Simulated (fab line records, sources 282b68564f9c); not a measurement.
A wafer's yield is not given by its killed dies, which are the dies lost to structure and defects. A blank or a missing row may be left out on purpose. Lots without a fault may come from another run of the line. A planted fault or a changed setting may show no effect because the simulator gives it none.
fab line records	flow rit_cmos
[record] lots = 5	wafers = 15	last_day = 7
route steps=202 shown CONTACT@177 M1@184
lots with no fault: from the same line, run without faults
start_h: hours from the record's opening day to when the first of the lot's shown wafers began	wait_h: hours from the lot's prior step to this one	" unchanged from the row above	L1.1+2: a row that stands for several wafers	- no value present, or no start provided	* or withheld: withheld	< > ~ a bound
route shown NAME@n: names a module that has steps shown in the file, with the first one's number in the route	usual: the fault-free wafers' mean and standard deviation	same: alike in all rows	chamber/n: place in a boat	sites: the reading at each site	_std_site: how widely they spread, as a standard deviation	_edge_site: outer sites' mean less inner sites'	radius_mm: for every site, how far away it sits from the centre of the wafer	mask NAME#n: copy n	behind: tool/chamber where the wafer was last shaped	hold: what put the lot on hold/how long, in hours/how the hold closed	device: the transistor (n, p or np) that didn't switch	end of line: the route-end tests of the same wafers	for a step that has no rows: nothing shown but its recipe	killed: count of dies lost to structure and defects at first sort (not the wafer's yield)	map: shows each die of a wafer: x if killed, . if not, _ if none is there
set.NAME: the run value of the setting; set.NAME@STEP: its run value at that earlier step	model.NAME: the simulator's own value behind a step, which no gauge read
lots at some steps of the route; a table a step, a row a wafer
services: from which hour (start_h, from the record's first day; less than 0 if before it) a tool's chamber was out of use, for how many hours, and why
[[steps]]
[step RIT_CONTACT_OVL_MEAS_09]
[usual] CONTACT_OVL = -0.2/1.3
lot.wafer	tool	chamber	start_h	wait_h	CONTACT_OVL[nm]
L074.2	overlay-01	-	57.38	0.1	-2.9
L074.3	"	-	"	"	-0.8
L074.4	"	-	"	"	-1.2
L088.1	overlay-02	-	142.49	0.1	-1.7
L088.2	"	-	"	"	-2.2
L088.4	"	-	"	"	0.1
L087.1	overlay-01	-	142.75	0.1	0.0
L087.2	"	-	"	"	-1.6
L087.4	"	-	"	"	1.3
L092.1	overlay-01	-	162.95	0.1	-0.4
L092.3	"	-	"	"	0.1
L092.5	"	-	"	"	-1.4
L095.1	overlay-02	-	172.21	0.1	-1.1
L095.3	"	-	"	"	-1.2
L095.6	"	-	"	"	-2.2
[step RIT_CONTACT_HARDBAKE_10]
[recipe] resist = NOVOLAK	temp_c = 140	time_s = 60
[usual] chill_plate_temp_C = 22.99/0.095
[same] time_s = 60
lot.wafer	tool	chamber	start_h	wait_h	chill_plate_temp_C
L074.2	litho_track-01	0	57.43	0.0	22.93
L074.3	"	0	"	"	23.03
L074.4	"	0	"	"	23.04
L088.1	litho_track-03	0	142.53	0.0	22.91
L088.2	"	0	"	"	23.02
L088.4	"	0	"	"	22.94
L087.1	litho_track-01	0	142.78	0.0	23.01
L087.2	"	0	"	"	22.94
L087.4	"	0	"	"	23.00
L092.1	litho_track-01	0	162.98	0.0	22.97
L092.3	"	0	"	"	22.66
L092.5	"	0	"	"	22.88
L095.1	litho_track-03	0	172.25	0.0	22.98
L095.3	"	0	"	"	22.88
L095.6	"	0	"	"	22.83
[step RIT_CONTACT_ETCH_11]
[recipe] target_depth_a = 4800	over_etch_frac = 0.2	stop_on = TiSi2	chemistry = CHF3/CF4/Ar	target = SiO2	CHF3_flow_sccm = 50	cf4_flow_sccm = 10	Ar_flow_sccm = 100	O2_flow_sccm = 5	pressure_mtorr = 100	rf_w = 200	time_s = 320
[usual] drypump_motor_current_A = 5.8/0.5	oes_product_au = 1.001/0.017	throttle_valve_pct = 8.90/0.092
[same] time_s = 320
lot.wafer	tool	chamber	start_h	wait_h	drypump_motor_current_A	oes_product_au	rf_hours_counter_h	throttle_valve_pct
L074.2	rie_diel-01	1	57.56	0.1	5.9	1.029	6	8.97
L074.3	"	2	"	"	6.0	0.974	17	8.85
L074.4	"	3	"	"	6.1	1.016	126	8.99
L088.1	rie_diel-04	2	142.68	0.1	6.3	1.006	82	8.77
L088.2	"	3	"	"	6.1	0.965	102	8.87
L088.4	"	0	"	"	5.1	1.015	3	8.74
L087.1	rie_diel-01	1	142.93	0.1	5.9	1.015	7	8.97
L087.2	"	3	"	"	6.1	1.010	128	9.00
L087.4	"	0	"	"	6.0	1.020	-	8.81
L092.1	rie_diel-04	1	163.13	0.1	5.2	1.005	8	8.85
L092.3	"	0	"	"	5.0	1.005	4	8.75
L092.5	"	0	"	"	5.1	1.009	-	8.75
L095.1	rie_diel-01	2	172.40	0.1	6.0	0.973	19	8.86
L095.3	"	0	"	"	6.0	1.019	33	8.82
L095.6	"	1	"	"	5.9	1.030	-	8.98
[step RIT_CONTACT_STRIP_12]
[recipe] chemistry = O2	time_s = 180	resist = NOVOLAK	platen_temp_c = withheld	power_w = 500	pressure_mtorr = 4000	o2_flow_sccm = 4000
[usual] drypump_motor_current_A = 6.0/0.74	o2_flow_sccm = 4000/13
[same] time_s = 180
lot.wafer	tool	chamber	start_h	wait_h	drypump_motor_current_A	o2_flow_sccm	rf_hours_counter_h
L074.2	plasma_asher-03	1	57.75	0.1	4.9	4001	26
L074.3	"	1	"	"	4.9	4020	-
L074.4	"	0	"	"	6.4	4015	-
L088.1	plasma_asher-02	0	142.87	0.1	5.4	4000	52
L088.2	"	1	"	"	5.2	4014	52
L088.4	"	0	"	"	5.4	3996	-
L087.1	plasma_asher-03	1	143.13	0.1	4.9	4003	35
L087.2	"	0	"	"	6.4	3977	35
L087.4	"	1	"	"	4.9	4006	-
L092.1	plasma_asher-04	0	163.33	0.1	6.8	4031	47
L092.3	"	0	"	"	6.7	4042	-
L092.5	"	1	"	"	6.6	4004	-
L095.1	plasma_asher-04	0	172.59	0.1	6.8	4026	48
L095.3	"	1	"	"	6.6	3982	-
L095.6	"	0	"	"	6.7	3992	-
[step RIT_CONTACT_CD_MEAS_90]
[recipe] target_cd_nm = 1000
[usual] cd_nm = 1000.0/2.7
lot.wafer	tool	chamber	start_h	wait_h	cd_nm
L074.2	cd_sem-01	-	57.95	0.1	1002.0
L074.3	"	-	"	"	1001.7
L074.4	"	-	"	"	1002.3
L088.1	cd_sem-01	-	143.05	0.1	994.4
L088.2	"	-	"	"	993.2
L088.4	"	-	"	"	996.9
L087.1	cd_sem-01	-	143.30	0.1	995.9
L087.2	"	-	"	"	997.4
L087.4	"	-	"	"	997.9
L092.1	cd_sem-02	-	163.50	0.1	1002.7
L092.3	"	-	"	"	1001.8
L092.5	"	-	"	"	1001.4
L095.1	cd_sem-01	-	172.77	0.1	999.0
L095.3	"	-	"	"	998.5
L095.6	"	-	"	"	1000.7
[step RIT_CONTACT_CLEAN_13]
[recipe] chemistry = SC1	mix = 3:3:50	time_s = 611.7	temp_c = 75
[same] time_s = 611.7
lot.wafer	tool	chamber	start_h	wait_h
L074.2+3+4	wet_bench-01	2	58.05	0.1
L088.1+2+4	wet_bench-01	3	143.17	0.1
L087.1+2+4	wet_bench-02	1	143.42	0.1
L092.1+3+5	wet_bench-01	0	163.62	0.1
L095.1+3+6	wet_bench-01	1	172.89	0.1
[step RIT_CONTACT_CLEAN_14]
[recipe] chemistry = SC2	mix = 3:3:50	time_s = 600	temp_c = 75	dry = n2_spin
[same] time_s = 600
lot.wafer	tool	chamber	start_h	wait_h
L074.2+3+4	wet_bench-02	2	58.22	0.0
L088.1+2+4	wet_bench-03	1	143.34	0.0
L087.1+2+4	wet_bench-01	3	143.60	0.0
L092.1+3+5	wet_bench-03	1	163.80	0.0
L095.1+3+6	wet_bench-03	0	173.06	0.0
[step RIT_M1_SPUTTER_00]
[recipe] material = Al	target_thk_nm = 400	power_w = 2000	chamber_pressure_pa = 0.4	gas = Ar	time_s = 500	substrate_temp_c = 25
[usual] throttle_valve_pct = 30.3/1.2
[same] time_s = 500
lot.wafer	tool	chamber	start_h	wait_h	throttle_valve_pct
L074.2	pvd_sputter-01	-	58.40	0.0	28.8
L074.3	"	-	"	"	31.4
L074.4	"	-	"	"	29.4
L088.1	pvd_sputter-02	-	143.52	0.0	29.8
L088.2	"	-	"	"	32.5
L088.4	"	-	"	"	30.5
L087.1	pvd_sputter-01	-	143.77	0.0	28.6
L087.2	"	-	"	"	29.4
L087.4	"	-	"	"	31.1
L092.1	pvd_sputter-02	-	163.97	0.0	29.3
L092.3	"	-	"	"	32.3
L092.5	"	-	"	"	29.9
L095.1	pvd_sputter-02	-	173.24	0.0	30.4
L095.3	"	-	"	"	29.1
L095.6	"	-	"	"	32.6
[step RIT_M1_RS_MEAS_01]
[recipe] thk_meas_gauge = four-point-probe	reads = Al_of_M1_SPUTTER_00
[usual] M1_AL_RS = 0.0732/0.00076
lot.wafer	tool	chamber	start_h	wait_h	M1_AL_RS[ohm/sq]
L074.2	film_metro-01	-	58.71	0.2	0.0740
L074.3	"	-	"	"	0.0747
L074.4	"	-	"	"	0.0752
L088.1	film_metro-02	-	143.81	0.1	0.0734
L088.2	"	-	"	"	0.0731
L088.4	"	-	"	"	0.0734
L087.1	film_metro-04	-	144.07	0.1	0.0729
L087.2	"	-	"	"	0.0739
L087.4	"	-	"	"	0.0734
L092.1	film_metro-02	-	164.27	0.1	0.0732
L092.3	"	-	"	"	0.0727
L092.5	"	-	"	"	0.0722
L095.1	film_metro-02	-	173.53	0.1	0.0731
L095.3	"	-	"	"	0.0733
L095.6	"	-	"	"	0.0726
[step RIT_M1_THK_MEAS_02]
[recipe] thk_meas_gauge = xrf	reads = Al_of_M1_SPUTTER_00
[usual] M1_AL_THK = 401/4.6
lot.wafer	tool	chamber	start_h	wait_h	M1_AL_THK[nm]
L074.2	film_metro-01	-	58.82	0.1	397
L074.3	"	-	"	"	392
L074.4	"	-	"	"	387
L088.1	film_metro-02	-	143.93	0.1	399
L088.2	"	-	"	"	400
L088.4	"	-	"	"	401
L087.1	film_metro-04	-	144.19	0.1	403
L087.2	"	-	"	"	399
L087.4	"	-	"	"	401
L092.1	film_metro-02	-	164.39	0.1	397
L092.3	"	-	"	"	401
L092.5	"	-	"	"	404
L095.1	film_metro-02	-	173.65	0.1	402
L095.3	"	-	"	"	401
L095.6	"	-	"	"	404
[step RIT_M1_HMDS_03]
[recipe] prime_time_s = 60	prime_temp_c = 140
[usual] chill_plate_temp_C = 23.01/0.1
lot.wafer	tool	chamber	start_h	wait_h	chill_plate_temp_C
L074.2	litho_track-03	0	58.90	0.1	22.95
L074.3	"	0	"	"	22.96
L074.4	"	0	"	"	22.95
L088.1	litho_track-04	0	143.99	0.1	22.89
L088.2	"	0	"	"	22.93
L088.4	"	0	"	"	22.89
L087.1	litho_track-01	0	144.25	0.1	23.02
L087.2	"	0	"	"	23.00
L087.4	"	0	"	"	23.25
L092.1	litho_track-03	0	164.45	0.1	23.19
L092.3	"	0	"	"	22.97
L092.5	"	0	"	"	22.94
L095.1	litho_track-03	0	173.71	0.1	22.97
L095.3	"	0	"	"	23.00
L095.6	"	0	"	"	22.99
[step RIT_M1_COAT_04]
[recipe] resist = NOVOLAK	spin_rpm = 2000	resist_thk_nm = 1300
[usual] chill_plate_temp_C = 23.01/0.11	dispense_pressure_kPa = 51.3/2.9
lot.wafer	tool	chamber	start_h	wait_h	chill_plate_temp_C	dispense_pressure_kPa
L074.2	litho_track-03	0	59.05	0.1	22.99	53.0
L074.3	"	0	"	"	22.78	52.9
L074.4	"	0	"	"	23.03	53.0
L088.1	litho_track-04	0	144.14	0.1	22.99	45.5
L088.2	"	0	"	"	22.90	45.5
L088.4	"	0	"	"	22.89	45.6
L087.1	litho_track-01	0	144.40	0.1	23.03	52.5
L087.2	"	0	"	"	22.93	52.4
L087.4	"	0	"	"	22.77	52.5
L092.1	litho_track-03	0	164.60	0.1	22.96	53.0
L092.3	"	0	"	"	22.81	53.0
L092.5	"	0	"	"	22.98	52.9
L095.1	litho_track-03	0	173.86	0.1	23.09	52.9
L095.3	"	0	"	"	23.02	53.0
L095.6	"	0	"	"	22.99	53.0
[step RIT_M1_SOFTBAKE_05]
[recipe] resist = NOVOLAK	temp_c = 90	time_s = 60
[usual] chill_plate_temp_C = 23.01/0.099
[same] time_s = 60
lot.wafer	tool	chamber	start_h	wait_h	chill_plate_temp_C
L074.2	litho_track-03	0	59.20	0.1	23.27
L074.3	"	0	"	"	22.98
L074.4	"	0	"	"	23.05
L088.1	litho_track-04	0	144.29	0.1	23.08
L088.2	"	0	"	"	22.97
L088.4	"	0	"	"	22.99
L087.1	litho_track-01	0	144.55	0.1	22.86
L087.2	"	0	"	"	22.90
L087.4	"	0	"	"	22.90
L092.1	litho_track-03	0	164.75	0.1	22.98
L092.3	"	0	"	"	23.09
L092.5	"	0	"	"	22.99
L095.1	litho_track-03	0	174.01	0.1	22.99
L095.3	"	0	"	"	22.93
L095.6	"	0	"	"	23.11
[step RIT_M1_EXPOSE_06]
[recipe] mask_id = M12	na = 0.6	source_shape = conventional	sigma_outer = 0.5	target_cd_nm = 2600	dose_mj = 250
[usual] reticle_temp_C = 22.98/0.11
lot.wafer	tool	chamber	start_h	wait_h	mask	reticle_temp_C
L074.2	iline_stepper-01	0	59.47	0.2	M12#0	22.90
L074.3	"	0	"	"	M12#0	22.98
L074.4	"	0	"	"	M12#0	22.90
L088.1	iline_stepper-02	0	144.57	0.2	M12#0	22.90
L088.2	"	0	"	"	M12#0	22.94
L088.4	"	0	"	"	M12#0	22.77
L087.1	iline_stepper-01	0	144.82	0.2	M12#0	22.91
L087.2	"	0	"	"	M12#0	22.97
L087.4	"	0	"	"	M12#0	23.00
L092.1	iline_stepper-02	0	164.90	0.1	M12#0	23.04
L092.3	"	0	"	"	M12#0	23.11
L092.5	"	0	"	"	M12#0	22.94
L095.1	iline_stepper-02	0	174.28	0.2	M12#0	22.90
L095.3	"	0	"	"	M12#0	23.03
L095.6	"	0	"	"	M12#0	22.84
[step RIT_M1_PEB_07]
[recipe] resist = NOVOLAK	temp_c = withheld	time_s = withheld
[usual] chill_plate_temp_C = *
lot.wafer	tool	chamber	start_h	wait_h	chill_plate_temp_C
L074.2	litho_track-03	0	59.59	0.1	*
L074.3	"	0	"	"	*
L074.4	"	0	"	"	*
L088.1	litho_track-03	0	144.69	0.1	*
L088.2	"	0	"	"	*
L088.4	"	0	"	"	*
L087.1	litho_track-04	0	144.94	0.1	*
L087.2	"	0	"	"	*
L087.4	"	0	"	"	*
L092.1	litho_track-04	0	165.02	0.1	*
L092.3	"	0	"	"	*
L092.5	"	0	"	"	*
L095.1	litho_track-03	0	174.40	0.1	*
L095.3	"	0	"	"	*
L095.6	"	0	"	"	*
[step RIT_M1_DEVELOP_08]
[recipe] resist = NOVOLAK	develop_time_s = 68	dev_temp_c = 23
[usual] chill_plate_temp_C = 22.98/0.12	developer_temp_C = 23.00/0.096
lot.wafer	tool	chamber	start_h	wait_h	chill_plate_temp_C	developer_temp_C
L074.2	litho_track-03	0	-	-	22.96	23.09
L074.3	"	0	"	"	22.98	23.03
L074.4	"	0	"	"	22.99	23.07
L088.1	litho_track-03	0	-	-	22.90	23.02
L088.2	"	0	"	"	22.95	23.03
L088.4	"	0	"	"	22.95	23.10
L087.1	litho_track-04	0	-	-	22.87	23.09
L087.2	"	0	"	"	22.97	23.06
L087.4	"	0	"	"	23.06	23.02
L092.1	litho_track-04	0	-	-	23.03	22.93
L092.3	"	0	"	"	22.95	22.89
L092.5	"	0	"	"	23.36	22.88
L095.1	litho_track-03	0	-	-	23.13	22.98
L095.3	"	0	"	"	23.07	22.99
L095.6	"	0	"	"	23.07	22.89
[step RIT_M1_CD_MEAS_09]
[recipe] target_cd_nm = 2600
[usual] cd_nm = 2600.2/2.6
lot.wafer	tool	chamber	start_h	wait_h	cd_nm
L074.2	cd_sem-02	-	59.90	-	2603.6
L074.3	"	-	"	"	2603.0
L074.4	"	-	"	"	2601.0
L088.1	cd_sem-02	-	145.00	-	2601.4
L088.2	"	-	"	"	2599.3
L088.4	"	-	"	"	2600.1
L087.1	cd_sem-01	-	145.25	-	2602.2
L087.2	"	-	"	"	2600.6
L087.4	"	-	"	"	2600.0
L092.1	cd_sem-02	-	165.33	-	2602.2
L092.3	"	-	"	"	2603.5
L092.5	"	-	"	"	2601.5
L095.1	cd_sem-02	-	174.71	-	2599.4
L095.3	"	-	"	"	2600.9
L095.6	"	-	"	"	2599.0
[step RIT_M1_OVL_MEAS_10]
[usual] M1_OVL = 0.7/1.4
lot.wafer	tool	chamber	start_h	wait_h	M1_OVL[nm]
L074.2	overlay-01	-	60.00	0.1	4.0
L074.3	"	-	"	"	2.9
L074.4	"	-	"	"	1.3
L088.1	overlay-01	-	145.12	0.1	0.8
L088.2	"	-	"	"	0.9
L088.4	"	-	"	"	2.2
L087.1	overlay-02	-	145.37	0.1	0.9
L087.2	"	-	"	"	-1.0
L087.4	"	-	"	"	-0.2
L092.1	overlay-01	-	165.45	0.1	1.6
L092.3	"	-	"	"	1.1
L092.5	"	-	"	"	0.5
L095.1	overlay-02	-	174.83	0.1	-1.2
L095.3	"	-	"	"	1.9
L095.6	"	-	"	"	0.8
[step RIT_M1_HARDBAKE_11]
[recipe] resist = NOVOLAK	temp_c = 138.8	time_s = 120
[usual] chill_plate_temp_C = 23.00/0.11
[same] time_s = 120
lot.wafer	tool	chamber	start_h	wait_h	chill_plate_temp_C
L074.2	litho_track-01	0	60.08	0.1	22.78
L074.3	"	0	"	"	22.90
L074.4	"	0	"	"	23.11
L088.1	litho_track-01	0	145.15	0.0	22.82
L088.2	"	0	"	"	22.99
L088.4	"	0	"	"	22.73
L087.1	litho_track-03	0	145.67	0.3	23.00
L087.2	"	0	"	"	22.94
L087.4	"	0	"	"	22.87
L092.1	litho_track-04	0	165.73	0.3	22.98
L092.3	"	0	"	"	23.08
L092.5	"	0	"	"	23.17
L095.1	litho_track-04	0	174.87	0.0	23.05
L095.3	"	0	"	"	23.11
L095.6	"	0	"	"	22.93
[step RIT_M1_METAL_ETCH_12]
[recipe] stop_on = SiO2	chemistry = Cl2/BCl3	target = Al	time_s = 165	over_etch_frac = 0.5	pressure_mtorr = 100	target_depth_a = 6000	rf_w = 250	Cl2_flow_sccm = 60	bcl3_flow_sccm = 50
[usual] drypump_motor_current_A = 5.48/0.23	he_backside_leak_sccm = 3.30/0.26	oes_product_au = 0.781/0.01	throttle_valve_pct = 8.20/0.14
[same] time_s = 165
lot.wafer	tool	chamber	start_h	wait_h	drypump_motor_current_A	he_backside_leak_sccm	oes_product_au	rf_hours_counter_h	throttle_valve_pct
L074.2	rie_metal-02	1	60.28	0.2	5.40	3.04	0.789	0.4	8.07
L074.3	"	1	"	"	5.40	3.10	0.786	-	8.06
L074.4	"	0	"	"	5.56	3.19	0.771	-	8.22
L088.1	rie_metal-03	0	145.40	0.2	5.15	3.53	0.777	5.0	8.41
L088.2	"	1	"	"	5.52	3.48	0.792	4.7	8.01
L088.4	"	1	"	"	5.53	3.62	0.791	-	8.02
L087.1	rie_metal-04	0	145.92	0.2	5.37	3.24	0.767	3.6	8.30
L087.2	"	1	"	"	5.90	3.21	0.772	3.2	8.19
L087.4	"	1	"	"	5.88	3.30	0.775	-	8.21
L092.1	rie_metal-02	0	165.98	0.2	5.58	3.01	0.784	1.6	8.22
L092.3	"	0	"	"	5.57	3.02	0.790	-	8.22
L092.5	"	0	"	"	5.56	3.01	0.786	-	8.21
L095.1	rie_metal-02	0	175.12	0.2	5.56	3.09	0.782	1.8	8.21
L095.3	"	0	"	"	5.58	3.07	0.779	-	8.21
L095.6	"	1	"	"	5.38	3.19	0.797	-	8.05
[step RIT_M1_STRIP_13]
[recipe] chemistry = nmp	resist = NOVOLAK	temp_c = 80	time_s = 600	dry = n2_spin
[same] time_s = 600
lot.wafer	tool	chamber	start_h	wait_h
L074.2+3+4	wet_bench-02	3	60.45	0.1
L088.1+2+4	wet_bench-04	1	145.57	0.1
L087.1+2+4	wet_bench-03	0	146.08	0.1
L092.1+3+5	wet_bench-03	1	166.15	0.1
L095.1+3+6	wet_bench-04	0	175.28	0.1
[step RIT_M1_STRIP_14]
[recipe] chemistry = O2	time_s = 180	platen_temp_c = withheld	power_w = 500	pressure_mtorr = 4000	o2_flow_sccm = 4000
[usual] drypump_motor_current_A = 5.5/0.5	o2_flow_sccm = 4000/13
[same] time_s = 180
lot.wafer	tool	chamber	start_h	wait_h	drypump_motor_current_A	o2_flow_sccm	rf_hours_counter_h
L074.2	plasma_asher-03	1	60.62	0.0	4.9	3976	26
L074.3	"	0	"	"	6.4	3994	-
L074.4	"	1	"	"	4.9	3987	-
L088.1	plasma_asher-03	0	145.74	0.0	6.4	3997	35
L088.2	"	1	"	"	4.9	4029	35
L088.4	"	1	"	"	4.9	4009	-
L087.1	plasma_asher-01	1	146.25	0.0	5.3	4001	3
L087.2	"	0	"	"	5.5	4003	3
L087.4	"	0	"	"	5.5	3990	-
L092.1	plasma_asher-02	1	166.32	0.0	5.2	3976	55
L092.3	"	1	"	"	5.2	3998	-
L092.5	"	0	"	"	5.4	4000	-
L095.1	plasma_asher-03	1	175.46	0.0	4.9	4005	38
L095.3	"	1	"	"	4.9	4015	-
L095.6	"	0	"	"	6.4	4010	-
[step RIT_M1_CD_MEAS_90]
[recipe] target_cd_nm = 2600
[usual] cd_nm = 2599.9/2.5
lot.wafer	tool	chamber	start_h	wait_h	cd_nm
L074.2	cd_sem-01	-	60.82	0.1	2602.1
L074.3	"	-	"	"	2600.9
L074.4	"	-	"	"	2599.1
L088.1	cd_sem-02	-	145.92	0.1	2602.4
L088.2	"	-	"	"	2599.5
L088.4	"	-	"	"	2600.6
L087.1	cd_sem-02	-	146.43	0.1	2603.1
L087.2	"	-	"	"	2602.6
L087.4	"	-	"	"	2600.9
L092.1	cd_sem-02	-	166.50	0.1	2601.4
L092.3	"	-	"	"	2601.0
L092.5	"	-	"	"	2599.4
L095.1	cd_sem-01	-	175.63	0.1	2600.5
L095.3	"	-	"	"	2601.1
L095.6	"	-	"	"	2599.0
[step RIT_M1_ANNEAL_15]
[recipe] temp_c = 450	time_s = 1800	ambient = forming_gas_H2N2
[same] time_s = 1800
lot.wafer	tool	chamber	start_h	wait_h
L074.2+3+4	furnace-02	0	60.92	0.1
L088.1+2+4	furnace-02	0	146.04	0.1
L087.1+2+4	furnace-02	0	147.54	1.1
L092.1+3+5	furnace-02	0	166.62	0.1
L095.1+3+6	furnace-02	0	175.75	0.1
[step RIT_M1_BOW_MEAS_16]
[recipe] mode = bow
[usual] M1_BOW = 18/6.7
lot.wafer	tool	chamber	start_h	wait_h	M1_BOW[um]
L074.2	film_metro-04	-	62.44	0.0	20
L074.3	"	-	"	"	27
L074.4	"	-	"	"	17
L088.1	film_metro-04	-	147.54	0.0	20
L088.2	"	-	"	"	20
L088.4	"	-	"	"	8
L087.1	film_metro-04	-	149.04	0.0	19
L087.2	"	-	"	"	25
L087.4	"	-	"	"	12
L092.1	film_metro-01	-	168.12	0.0	27
L092.3	"	-	"	"	27
L092.5	"	-	"	"	13
L095.1	film_metro-04	-	177.25	0.0	18
L095.3	"	-	"	"	19
L095.6	"	-	"	"	0
[step RIT_M1_PROBE_99]
[usual] defect_limited_yield = 97.3/1.2	killed_at_M0_to_M3 = 0.0/0.14	killed_at_contacts = 0.1/0.29	killed_at_front_end = 7/3.1	killed_dies = 7/3.1	killed_open = 3.4/1.9	killed_short = 3.6/2.1
[same] gross_dies = 264	killed_at_M4_up = 0	killed_at_back_side = 0	killed_at_other = 0
lot.wafer	tool	chamber	start_h	wait_h	defect_limited_yield[%]	killed_at_M0_to_M3	killed_at_contacts	killed_at_front_end	killed_dies	killed_open	killed_short
L074.2	prober-01	-	62.59	0.1	98.5	0	0	4	4	2	2
L074.3	prober-01	-	62.64	0.2	98.1	0	0	5	5	3	2
L074.4	prober-01	-	62.69	0.2	95.1	0	1	12	13	5	8
L088.1	prober-02	-	147.66	0.1	96.6	1	0	8	9	5	3
L088.2	prober-02	-	147.71	0.1	98.9	0	0	3	3	1	2
L088.4	prober-02	-	147.81	0.2	97.7	0	0	6	6	2	4
L087.1	prober-01	-	149.16	0.1	97.0	0	1	7	8	6	2
L087.2	prober-01	-	149.21	0.1	97.3	0	0	7	7	4	2
L087.4	prober-01	-	149.31	0.2	96.2	0	0	10	10	4	6
L092.1	prober-02	-	168.24	0.1	95.5	0	0	12	12	8	3
L092.3	prober-02	-	168.34	0.2	97.0	0	0	8	8	3	5
L092.5	prober-02	-	168.44	0.2	98.9	0	0	3	3	2	1
L095.1	prober-01	-	177.37	0.1	98.5	0	0	4	4	2	2
L095.3	prober-01	-	177.47	0.2	98.5	0	0	4	4	1	3
L095.6	prober-01	-	177.62	0.2	98.9	0	0	3	3	2	1
// killed by level:class
L074.2 FOX1:geometric_particle:open=1 FOX2:geometric_particle:open=1 GATE:geometric_particle:short=1 SPACER:geometric_particle:short=1
L074.3 GATE:geometric_particle:open=3 GATE:geometric_particle:short=1 SPACER:geometric_particle:short=1
L074.4 GATE:geometric_particle:short=5 FOX2:geometric_particle:open=2 GATE:geometric_particle:open=2 REOX:geometric_particle:short=2 REOX:geometric_particle:open=1 CONTACT:geometric_particle:short=1
L088.1 GATE:geometric_particle:open=2 GATE:geometric_particle:short=2 SPACER:geometric_particle:open=2 FOX2:geometric_particle:short=1 REOX:geometric_particle:open=1 M1:coat_microbubble_printed=1
L088.2 GATE:geometric_particle:short=1 GATE:geometric_particle:open=1 REOX:geometric_particle:short=1
L088.4 GATE:geometric_particle:open=2 SPACER:geometric_particle:short=2 FOX1:geometric_particle:short=1 GATE:geometric_particle:short=1
L087.1 FOX1:geometric_particle:open=2 SPACER:geometric_particle:open=2 FOX2:geometric_particle:open=1 SPACER:geometric_particle:short=1 SILICIDE:geometric_particle:open=1 CONTACT:geometric_particle:short=1
L087.2 REOX:geometric_particle:open=2 FOX2:geometric_particle:short=1 GATE:geometric_particle:short=1 SPACER:geometric_particle:open=1 SILICIDE:geometric_particle:open=1 NRETRO:coat_microbubble_printed=1
L087.4 GATE:geometric_particle:short=3 FOX2:geometric_particle:short=2 FOX2:geometric_particle:open=1 GATE:geometric_particle:open=1 REOX:geometric_particle:open=1 SPACER:geometric_particle:short=1 SPACER:geometric_particle:open=1
L092.1 FOX2:geometric_particle:open=3 REOX:geometric_particle:open=3 FOX1:geometric_particle:open=1 GATE:geometric_particle:open=1 REOX:geometric_particle:short=1 SPACER:geometric_particle:short=1 SILICIDE:geometric_particle:short=1 GATE:coat_microbubble_printed=1
L092.3 GATE:geometric_particle:short=4 FOX2:geometric_particle:open=1 GATE:geometric_particle:open=1 SPACER:geometric_particle:short=1 SILICIDE:geometric_particle:open=1
L092.5 GATE:geometric_particle:open=2 REOX:geometric_particle:short=1
L095.1 GATE:geometric_particle:short=1 REOX:geometric_particle:open=1 SPACER:geometric_particle:open=1 SPACER:geometric_particle:short=1
L095.3 GATE:geometric_particle:short=2 FOX1:geometric_particle:open=1 REOX:geometric_particle:short=1
L095.6 FOX1:geometric_particle:open=1 GATE:geometric_particle:short=1 GATE:geometric_particle:open=1
[[services]]
tool	chamber	start_h	hours	kind
rie_metal-02	-	33.72	0.2	repair
rie_diel-04	-	39.98	0.3	repair
rie_diel-01	1	77.86	14.2	repair
pvd_sputter-02	-	80.29	1.7	repair
rie_metal-03	1	96.52	6.4	repair
rie_metal-03	1	104.29	4.3	repair
rie_diel-04	1	105.06	19.3	repair
rie_diel-04	-	112.98	0.6	repair
iline_stepper-01	-	119.14	1.7	pm
rie_diel-04	2	120.54	1.5	repair
plasma_asher-04	-	121.84	3.7	pm
rie_metal-02	1	122.41	6.6	repair
wet_bench-01	-	138.97	1.4	repair
rie_metal-02	0	140.87	6.5	repair
rie_diel-01	2	142.01	5.6	repair
plasma_asher-02	-	145.29	0.8	repair
rie_metal-02	-	146.03	2.8	pm
rie_diel-04	2	147.35	6.5	repair
wet_bench-02	-	148.26	29.6	pm
plasma_asher-03	-	151.56	1.9	repair
iline_stepper-02	-	168.20	2.9	repair
rie_diel-04	1	168.29	6.2	repair
plasma_asher-03	-	172.27	2.8	pm
iline_stepper-02	-	174.54	1.7	pm
[[key]]
fault none
